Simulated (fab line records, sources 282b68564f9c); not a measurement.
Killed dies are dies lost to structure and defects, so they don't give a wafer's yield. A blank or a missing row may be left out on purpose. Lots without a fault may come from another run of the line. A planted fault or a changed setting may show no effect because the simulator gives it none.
Which tool did it? | flow rit_cmos | 13 lots, 39 wafers sampled, at 2 steps of a route of 202

WHAT THE GAUGES READ, wafer by wafer
RIT_ACTIVE_CD_MEAS_11: target cd 1400 nm.
lot  | measured    | on        | cd_nm (nm)
L800 | day 1 14:35 | cd_sem-02 | 1398.8 1398.5 1399.2
L801 | day 1 19:45 | cd_sem-02 | 1401.2 1399.3 1400.0
L804 | day 2 10:35 | cd_sem-01 | 1401.0 1402.3 1401.0
L806 | day 2 20:26 | cd_sem-02 | 1399.5 1403.0 1401.0
L807 | day 3 04:19 | cd_sem-01 | 1397.9 1399.2 1397.3
L808 | day 3 09:15 | cd_sem-01 | 1394.6 1395.3 1397.2
L813 | day 4 07:34 | cd_sem-01 | 1397.5 1396.9 1395.2
L814 | day 4 12:35 | cd_sem-02 | 1391.2 1396.4 1392.4
L819 | day 5 13:45 | cd_sem-01 | 1398.5 1403.0 1401.6
L820 | day 5 20:17 | cd_sem-01 | 1396.0 1398.0 1395.7
L821 | day 6 00:37 | cd_sem-02 | 1403.0 1403.1 1400.5
L822 | day 6 06:14 | cd_sem-01 | 1401.4 1401.6 1399.4
L823 | day 6 10:17 | cd_sem-01 | 1400.9 1401.6 1403.2

WHICH TOOL RAN EACH LOT (tool, then ch and the chambers of the sampled wafers, then the start)
lot  | RIT_ACTIVE_COAT_06
L800 | litho_track-03 ch 0, day 1 13:46
L801 | litho_track-01 ch 0, day 1 18:49
L804 | litho_track-01 ch 0, day 2 09:46
L806 | litho_track-03 ch 0, day 2 19:44
L807 | litho_track-03 ch 0, day 3 03:37
L808 | litho_track-01 ch 0, day 3 08:33
L813 | litho_track-02 ch 0, day 4 06:44
L814 | litho_track-01 ch 0, day 4 11:46
L819 | litho_track-03 ch 0, day 5 12:56
L820 | litho_track-02 ch 0, day 5 19:27
L821 | litho_track-02 ch 0, day 5 23:56
L822 | litho_track-03 ch 0, day 6 05:25
L823 | litho_track-02 ch 0, day 6 09:27
- RIT_ACTIVE_COAT_06: resist thk 1000 nm.

WHAT THE TOOLS THEMSELVES READ (means of the sampled wafers that have a number; where no wafer has one, the mark that the record gives instead)
RIT_ACTIVE_COAT_06.
lot  | tool           | chill_plate_temp_C (C)
L800 | litho_track-03 | 22.96
L801 | litho_track-01 | 23.03
L804 | litho_track-01 | 22.82
L806 | litho_track-03 | 23.01
L807 | litho_track-03 | 23.12
L808 | litho_track-01 | 23.08
L813 | litho_track-02 | 23.09
L814 | litho_track-01 | 22.92
L819 | litho_track-03 | 22.97
L820 | litho_track-02 | 22.89
L821 | litho_track-02 | 23.05
L822 | litho_track-03 | 23.10
L823 | litho_track-02 | 22.99

THE ANSWER, worked out from the rows above alone
Rule: what is usual is taken from the lots themselves. Put in order of their means at a reading, lots are off if they are a third of the lots or fewer, leave a main group of 4 or more, and stand apart from it by a gap of 3 or more times the standard deviation of the main group's means; of several such gaps the widest counts. A main group whose means are all the same, to the digits that the tables above print for the reading, isn't used. A lot without any number at a reading at which 4 lots or more have one is off too. The other lots that the step has rows for count as sound. The gauges are gone through in route order, then the tools' own readings, and for those a lot's mean is taken as printed above. The first step at which some lot is off is used, and at that step the reading that is off furthest; a lot without a number counts as furthest.
No lot is off at any reading shown: from this, nothing can be told.

WHAT THE SIMULATOR HAD PUT IN
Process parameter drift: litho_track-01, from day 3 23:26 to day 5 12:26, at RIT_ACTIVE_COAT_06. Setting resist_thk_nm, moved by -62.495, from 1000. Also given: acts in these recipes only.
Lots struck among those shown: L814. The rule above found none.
